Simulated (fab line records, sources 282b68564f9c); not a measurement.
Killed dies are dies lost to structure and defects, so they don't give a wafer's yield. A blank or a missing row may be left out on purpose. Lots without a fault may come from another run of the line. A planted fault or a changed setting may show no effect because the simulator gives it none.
One fault seen from 2 desks | flow rit_cmos | each desk has only its own numbers; what lay behind them comes last

THE METROLOGY DESK
What the gauges read, lot by lot, whatever tool the lot ran on: means of the sampled wafers that have a number. A lot is out of limits, marked OUT, if its mean lies more than 4 standard deviations from the usual mean; the brackets give that distance.
Columns: A = SPACER_NITRIDE_THK at RIT_SPACER_THK_MEAS_04, usual 245.8 nm
lot  | first seen here | A
L226 | day 3 08:11     | 248.0
L227 | day 3 13:07     | 250.0
L228 | day 3 13:27     | 248.1
L229 | day 3 21:31     | 247.5
L231 | day 4 04:44     | 248.6
L233 | day 4 11:28     | 246.0
L235 | day 5 07:40     | 244.7
L236 | day 5 12:53     | 249.5
L239 | day 6 08:54     | 242.7
L240 | day 6 09:16     | 244.6
L241 | day 6 12:08     | 243.2
L243 | day 7 02:49     | 248.3
L245 | day 7 07:48     | 409.0 (+60) OUT
This desk's finding: out of limits on L245; first on L245, day 7 07:48 (SPACER_NITRIDE_THK at RIT_SPACER_THK_MEAS_04). In limits: L226, L227, L228, L229, L231, L233, L235, L236, L239, L240, L241, L243.

THE TOOL OWNER'S DESK: lpcvd-02
The tool's own readings at RIT_SPACER_CVD_03 (deposits Si3N4 from SiH2Cl2/NH3, target thk 250 nm, time 3300 s): means of the sampled wafers that have a number, for each lot that ran on this tool. A lot is out of limits, marked OUT, if its mean lies more than 4 standard deviations from the usual mean; the brackets give that distance.
Columns: A = sih2cl2_flow_sccm at RIT_SPACER_CVD_03, usual 57.22 sccm; B = spike_tc_centre_C at RIT_SPACER_CVD_03, usual 812.1 C; C = spike_tc_load_C at RIT_SPACER_CVD_03, usual 835.5 C; D = spike_tc_source_C at RIT_SPACER_CVD_03, usual 830.7 C; E = susceptor_temp_C at RIT_SPACER_CVD_03, usual 810.1 C; F = zone_power_source_pct at RIT_SPACER_CVD_03, usual 22.7 %
lot  | first seen here | A     | B               | C               | D               | E                       | F
L227 | day 3 11:12     | 57.36 | 812.9           | 836.4           | 831.0           | 810.2                   | 23.2
L231 | day 4 02:49     | 57.23 | 811.6           | 836.0           | 830.4           | 809.7                   | 23.2
L233 | day 4 09:31     | 57.35 | 812.3           | 836.1           | 829.7           | 810.0                   | 23.0
L239 | day 6 06:59     | 57.04 | 813.9           | 833.9           | 832.3           | 809.7                   | 23.5
L245 | day 7 05:53     | 57.15 | 858.7 (+42) OUT | 879.6 (+28) OUT | 877.6 (+33) OUT | 855.2 (+99 or more) OUT | 26.4 (+4.6) OUT
This desk's finding: out of limits on L245; first on L245, day 7 05:53 (spike_tc_centre_C at RIT_SPACER_CVD_03). In limits: L227, L231, L233, L239.

PUT TOGETHER
The tool owner's desk could have raised an alarm at day 7 05:53, on L245.
The metrology desk could have raised an alarm at day 7 07:48, on L245.
Of the lots named, all ran RIT_SPACER_CVD_03 on lpcvd-02.

WHAT THE SIMULATOR HAD PUT IN
Process parameter drift: lpcvd-02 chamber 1, from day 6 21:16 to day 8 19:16, at RIT_SPACER_CVD_03. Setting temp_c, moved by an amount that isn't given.
Lots struck among those shown: L245.
Hours from the fault's start to each desk's first reading out of limits: the tool owner's desk, 9; the metrology desk, 11.
